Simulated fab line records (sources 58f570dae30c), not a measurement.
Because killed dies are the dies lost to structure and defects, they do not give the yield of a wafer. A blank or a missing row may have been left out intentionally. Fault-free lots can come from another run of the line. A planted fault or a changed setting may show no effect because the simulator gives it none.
Check for tools in common | flow berkeleyCmos170 | 14 lots, 42 wafers sampled

## WHY THIS WAS OPENED
UCB170_SPACER_THK_MEAS_01, reading SPACER_TEOS_THK: flagged on 2 of 14 lots. Wafers without a fault read 376 nm, standard deviation 5.4.
Rule: a lot is flagged when every wafer of it that has a number lies more than 4 standard deviations from that mean, or none has a number. The rest of the lots are taken to be sound.

lot  | measured     | on           | SPACER_TEOS_THK (nm), wafer by wafer | flag
L800 | day 7 04:22  | filmMetro-01 | 378 375 383                          | 
L802 | day 7 18:55  | filmMetro-03 | 382 378 383                          | 
L804 | day 8 06:42  | filmMetro-04 | 370 366 374                          | 
L807 | day 8 20:12  | filmMetro-01 | 371 381 382                          | 
L811 | day 9 08:49  | filmMetro-01 | 746 758 766                          | FLAGGED
L810 | day 9 09:34  | filmMetro-04 | 764 762 754                          | FLAGGED
L812 | day 10 01:36 | filmMetro-03 | 371 370 374                          | 
L816 | day 10 16:34 | filmMetro-03 | 380 383 380                          | 
L817 | day 11 07:42 | filmMetro-03 | 376 381 385                          | 
L819 | day 11 17:17 | filmMetro-04 | 367 376 371                          | 
L820 | day 12 03:32 | filmMetro-01 | 369 365 367                          | 
L823 | day 12 20:11 | filmMetro-01 | 366 379 377                          | 
L821 | day 12 20:41 | filmMetro-03 | 378 370 380                          | 
L822 | day 12 20:41 | filmMetro-04 | 376 376 378                          | 
The mean of the flagged lots' numbers is 758 nm, +382 nm from the usual (+71 standard deviations).

## TOOL THAT RAN EACH LOT
The record keeps 1 process step preceding the reading, out of 331 steps on the route. Every cell lists first the tool, next ch and the chambers used by the sampled wafers, and last the start.
lot  | flag    | UCB170_SPACER_CVD_00
L800 |         | pecvd-02 ch 1,2, day 7 04:18
L802 |         | pecvd-04 ch 0,1,2, day 7 18:52
L804 |         | pecvd-02 ch 0,2, day 8 06:39
L807 |         | pecvd-02 ch 1,2, day 8 20:08
L811 | FLAGGED | pecvd-02 ch 0,2, day 9 08:34
L810 | FLAGGED | pecvd-04 ch 0,2, day 9 09:18
L812 |         | pecvd-01 ch 0,1, day 10 01:32
L816 |         | pecvd-04 ch 0,1,2, day 10 16:30
L817 |         | pecvd-04 ch 0,1, day 11 07:39
L819 |         | pecvd-01 ch 0,1, day 11 17:14
L820 |         | pecvd-01 ch 0,1,2, day 12 03:29
L823 |         | pecvd-02 ch 0,2, day 12 20:04
L821 |         | pecvd-01 ch 0,1,2, day 12 20:38
L822 |         | pecvd-04 ch 1,2, day 12 20:38
What is done by these steps:
- UCB170_SPACER_CVD_00: deposits SiO2 from TEOS/O2, target thk 376 nm, time 47 s.
- UCB170_SPACER_THK_MEAS_01

## FLAGGED AGAINST TOTAL, ONE TOOL AT A TIME (gauges that did the reading follow at the end)
step                      | tool         | lots run | flagged | share of the flagged lots | sound lots run after its first flagged lot
UCB170_SPACER_CVD_00      | pecvd-01     | 4        | 0       | none                      | -
UCB170_SPACER_CVD_00      | pecvd-02     | 5        | 1       | some                      | 1 (L823)
UCB170_SPACER_CVD_00      | pecvd-04     | 5        | 1       | some                      | 3 (L816,L817,L822)
UCB170_SPACER_THK_MEAS_01 | filmMetro-01 | 5        | 1       | some                      | 2 (L820,L823)
UCB170_SPACER_THK_MEAS_01 | filmMetro-03 | 5        | 0       | none                      | -
UCB170_SPACER_THK_MEAS_01 | filmMetro-04 | 4        | 1       | some                      | 2 (L819,L822)

## WHAT THE TABLE ALLOWS
No row of the table ran every flagged lot.

## WHAT THE SIMULATOR PUT IN
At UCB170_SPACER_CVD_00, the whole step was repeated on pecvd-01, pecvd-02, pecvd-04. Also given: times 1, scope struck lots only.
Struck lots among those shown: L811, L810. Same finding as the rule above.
